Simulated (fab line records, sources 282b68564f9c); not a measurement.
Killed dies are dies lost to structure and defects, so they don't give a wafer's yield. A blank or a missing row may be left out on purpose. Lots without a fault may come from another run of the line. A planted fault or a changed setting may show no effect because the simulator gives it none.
Split-lot experiment | flow rit_cmos | 5 lots, 23 wafers read, on a route of 202 steps

THE SPLIT
At RIT_FOX2_OXIDATION_00 (target thk 350.7 nm, ox time 1130 s), the setting temp_c was moved away from the recipe's 1100 C on 10 of the 23 wafers read, by -1.1% to +2.4%. The other wafers ran this setting at the recipe's value.

FROM THE SPLIT TO THE READING: what the file shows between them, 12 steps
- RIT_FOX2_THK_MEAS_01
- RIT_FOX2_CLEAN_02: cleans in dHF, time 180 s
- RIT_FOX2_WET_ETCH_03: etches Si3N4 in H3PO4, target depth 195 nm, time 2700 s
- RIT_FOX2_THK_MEAS_90
- RIT_NWELL_IMPLANT_08 (also split here: energy_kev)
- RIT_NRETRO_IMPLANT_08 (also split here: energy_kev)
- RIT_PRETRO_COAT_01: resist thk 1300 nm (also split here: resist_thk_nm)
- RIT_PRETRO_SOFTBAKE_02: time 60 s
- RIT_PRETRO_EXPOSE_03: exposes mask M5, target cd 43700 nm
- RIT_PRETRO_DEVELOP_05: develop time 68 s
- RIT_PRETRO_HARDBAKE_07: time 120 s
- RIT_GATE_CLEAN_04: cleans in dHF, time 60 s (also split here: time_s)

THE READING
FIELD_OXIDE_LEFT_2_THK, in nm, at RIT_FOX2_THK_MEAS_91. Fault-free wafers of this fab line usually give 259 nm, standard deviation 6.5 nm.

wafer  | tool, chamber at the split | temp_c as run, C | against the recipe | FIELD_OXIDE_LEFT_2_THK, nm | against lot-mates on the recipe
L077.4 | furnace-02, 0              | 1100             | recipe             | 267                        | -
L077.5 | furnace-02, 0              | 1100             | recipe             | 268                        | -
L077.6 | furnace-02, 0              | 1100             | recipe             | 273                        | -
L082.1 | -, -                       | 1100             | recipe             | 265                        | -
L082.2 | -, -                       | 1100             | recipe             | 267                        | -
L082.3 | -, -                       | 1100             | recipe             | 266                        | -
L082.4 | -, -                       | 1100             | recipe             | 260                        | -
L082.6 | -, -                       | 1100             | recipe             | 266                        | -
L083.2 | -, -                       | 1126             | +2.4%              | 303                        | no lot-mate on the recipe
L083.3 | -, -                       | 1126             | +2.4%              | 302                        | no lot-mate on the recipe
L083.4 | -, -                       | 1126             | +2.4%              | 300                        | no lot-mate on the recipe
L083.5 | -, -                       | 1126             | +2.4%              | 304                        | no lot-mate on the recipe
L083.6 | -, -                       | 1126             | +2.4%              | 305                        | no lot-mate on the recipe
L084.1 | -, -                       | 1100             | recipe             | 256                        | -
L084.2 | -, -                       | 1100             | recipe             | 259                        | -
L084.3 | -, -                       | 1100             | recipe             | 263                        | -
L084.5 | -, -                       | 1100             | recipe             | 260                        | -
L084.6 | -, -                       | 1100             | recipe             | 258                        | -
L085.1 | -, -                       | 1088             | -1.1%              | 242                        | no lot-mate on the recipe
L085.3 | -, -                       | 1088             | -1.1%              | 237                        | no lot-mate on the recipe
L085.4 | -, -                       | 1088             | -1.1%              | 242                        | no lot-mate on the recipe
L085.5 | -, -                       | 1088             | -1.1%              | 234                        | no lot-mate on the recipe
L085.6 | -, -                       | 1088             | -1.1%              | 244                        | no lot-mate on the recipe

THE FIT
A straight line over all 23 wafers: FIELD_OXIDE_LEFT_2_THK changes by +17.8 nm for each +1% of temp_c; r = +0.98; the points scatter about the line by 4.6 nm.
Too few moved wafers have a lot-mate on the recipe to fit a line with each lot's own level taken away.

THE WHOLE CHAIN: every reading that the file lists as answering this split, in the file's order
step                  | what it does                        | reading                                                                           | change (the file's fit)              | r (the file's)
RIT_FOX2_OXIDATION_00 | target thk 350.7 nm, ox time 1130 s | SiO2_of_FOX2_OXIDATION_00.thk_nm (the simulator's own value, which no gauge read) | +18.6 nm for each +1% of the setting | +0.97
RIT_FOX2_THK_MEAS_01  |                                     | FOX2_OXIDE_THK                                                                    | +18.6 for each +1% of the setting    | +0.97
RIT_FOX2_THK_MEAS_90  |                                     | FIELD_OXIDE_LEFT_1_THK                                                            | +18.6 for each +1% of the setting    | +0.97
RIT_FOX2_THK_MEAS_91  |                                     | FIELD_OXIDE_LEFT_2_THK                                                            | +17.8 for each +1% of the setting    | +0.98

THE FILE'S OWN FIT
FIELD_OXIDE_LEFT_2_THK changes by +17.8 nm for each +1% of temp_c, r = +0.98.
